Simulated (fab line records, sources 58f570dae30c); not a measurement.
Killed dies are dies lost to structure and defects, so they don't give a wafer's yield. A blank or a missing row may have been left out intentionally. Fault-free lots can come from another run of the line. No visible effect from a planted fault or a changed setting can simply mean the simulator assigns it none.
Which tool was responsible?	flow berkeley cmos170	7 lots with 21 wafers sampled at 3 steps, on a route of 331 steps

== WHAT THE GAUGES READ, wafer by wafer ==
UCB170_PVT_TW_MEAS_09.
lot	measured	on	PVT_TW
L163	day 6 03:32	film metro-01	501 504 501
L165	day 6 13:55	film metro-01	505 502 502
L169	day 7 18:07	film metro-01	504 503 500
L171	day 7 20:45	film metro-01	499 503 501
L178	day 9 14:59	film metro-04	489 491 489
L182	day 10 04:05	film metro-01	507 504 504
L185	day 10 15:20	film metro-04	502 503 502

== TOOL THAT RAN EACH LOT (tool first, then ch and the chambers of the sampled wafers, then the start) ==
lot	UCB170_PWELL_STRIP_16	UCB170_PVT_IMPLANT_07
L163	plasma asher-03 ch 0,1, day 3 08:59	implanter-03 ch 0, day 6 03:17
L165	plasma asher-01 ch 0,1, day 3 18:10	implanter-04 ch 0, day 6 13:40
L169	plasma asher-01 ch 0,1, day 4 12:57	implanter-03 ch 0, day 7 17:53
L171	plasma asher-04 ch 0,1, day 4 22:07	implanter-04 ch 0, day 7 20:32
L178	plasma asher-01 ch 0,1, day 6 15:41	implanter-02 ch 0, day 9 14:45
L182	plasma asher-03 ch 0,1, day 7 12:26	implanter-03 ch 0, day 10 03:50
L185	plasma asher-03 ch 0,1, day 8 00:15	implanter-04 ch 0, day 10 15:05
- UCB170_PWELL_STRIP_16: strips in O2.
- UCB170_PVT_IMPLANT_07

== THE ANSWER, worked out from the rows above alone ==
Rule: the usual values come from the lots themselves. The widest of any qualifying gaps counts: lots, ordered by their means at a reading, are off when they make up no more than a third of the lots, leave a main group of 4 or more, and stand apart from it by 3 or more times the standard deviation of that group's means. Not used: any main group whose means are identical at the precision the tables above print for the reading. A lot without any number at a reading at which 4 lots or more have one is off too. Where the step has rows for the other lots, those lots are counted as sound.
Off: L178, at UCB170_PVT_TW_MEAS_09 (PVT_TW). The main group: mean 503, standard deviation 1.2.
If a tool, at a process step before that reading, ran all the lots that are off and no sound lot after the first of them, it fits. The gauges at UCB170_PVT_TW_MEAS_09 are tried like those tools. Can't be told from this: 2 tools fit, plasma asher-01 at UCB170_PWELL_STRIP_16, implanter-02 at UCB170_PVT_IMPLANT_07.

== WHAT HAD BEEN PUT IN BY THE SIMULATOR ==
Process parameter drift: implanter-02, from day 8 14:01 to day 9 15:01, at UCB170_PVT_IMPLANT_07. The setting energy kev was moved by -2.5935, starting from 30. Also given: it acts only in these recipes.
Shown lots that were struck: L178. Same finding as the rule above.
